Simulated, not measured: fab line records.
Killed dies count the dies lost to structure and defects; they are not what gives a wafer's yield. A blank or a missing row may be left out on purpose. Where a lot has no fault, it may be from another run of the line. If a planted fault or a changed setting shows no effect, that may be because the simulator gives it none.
Which tool did it?	flow rit cmos	21 wafers from 7 lots sampled at 2 of the route's 202 steps

## WHAT THE GAUGES READ, wafer by wafer
RIT_GATE_THK_MEAS_07.
lot	measured	on	GATE_OXIDE_THK (nm)
L622	day 2 15:41	film metro-04	3.05 3.01 2.97
L625	day 3 07:16	film metro-03	3.12 3.08 3.06
L627	day 3 18:53	film metro-01	3.07 3.06 3.06
L629	day 4 03:04	film metro-04	3.03 3.02 3.00
L631	day 4 12:49	film metro-01	2.97 3.09 2.97
L637	day 5 23:38	film metro-04	4.90 4.97 5.01
L643	day 7 00:11	film metro-04	3.16 3.09 3.12

## EACH LOT AND THE TOOL THAT RAN IT (in order: tool; ch and the chambers of the sampled wafers; start)
lot	RIT_GATE_OXIDATION_05
L622	furnace-04 ch 0, day 2 13:03
L625	furnace-04 ch 0, day 3 05:57
L627	furnace-02 ch 0, day 3 16:13
L629	furnace-04 ch 0, day 4 01:43
L631	furnace-02 ch 0, day 4 11:29
L637	furnace-04 ch 0, day 5 18:10
L643	furnace-02 ch 0, day 6 22:50
- RIT_GATE_OXIDATION_05: target thk 3 nm, ox time 270 s.

## THE ANSWER, worked out from the rows above alone
Rule: what is usual is taken from the lots themselves. The widest of any qualifying gaps counts: lots, ordered by their means at a reading, are off when they make up no more than a third of the lots, leave a main group of 4 or more, and stand apart from it by 3 or more times the standard deviation of that group's means. Not used: any main group whose means are identical at the precision the tables above print for the reading. A lot without any number at a reading at which 4 lots or more have one is off too. All remaining lots with rows at the step are treated as sound.
Off: at RIT_GATE_THK_MEAS_07 (GATE_OXIDE_THK), L637. Mean 3.05 nm and standard deviation 0.043 in the main group.
If a tool, at a process step before that reading, ran all the lots that are off and no sound lot after the first of them, it fits. The gauges at RIT_GATE_THK_MEAS_07 are tried like those tools. One fits: furnace-04 at RIT_GATE_OXIDATION_05. Its last sound lot is L629 (day 4 01:43), its first lot that is off L637 (day 5 18:10): a fault that began between those two fits.

## WHAT HAD BEEN PUT IN BY THE SIMULATOR
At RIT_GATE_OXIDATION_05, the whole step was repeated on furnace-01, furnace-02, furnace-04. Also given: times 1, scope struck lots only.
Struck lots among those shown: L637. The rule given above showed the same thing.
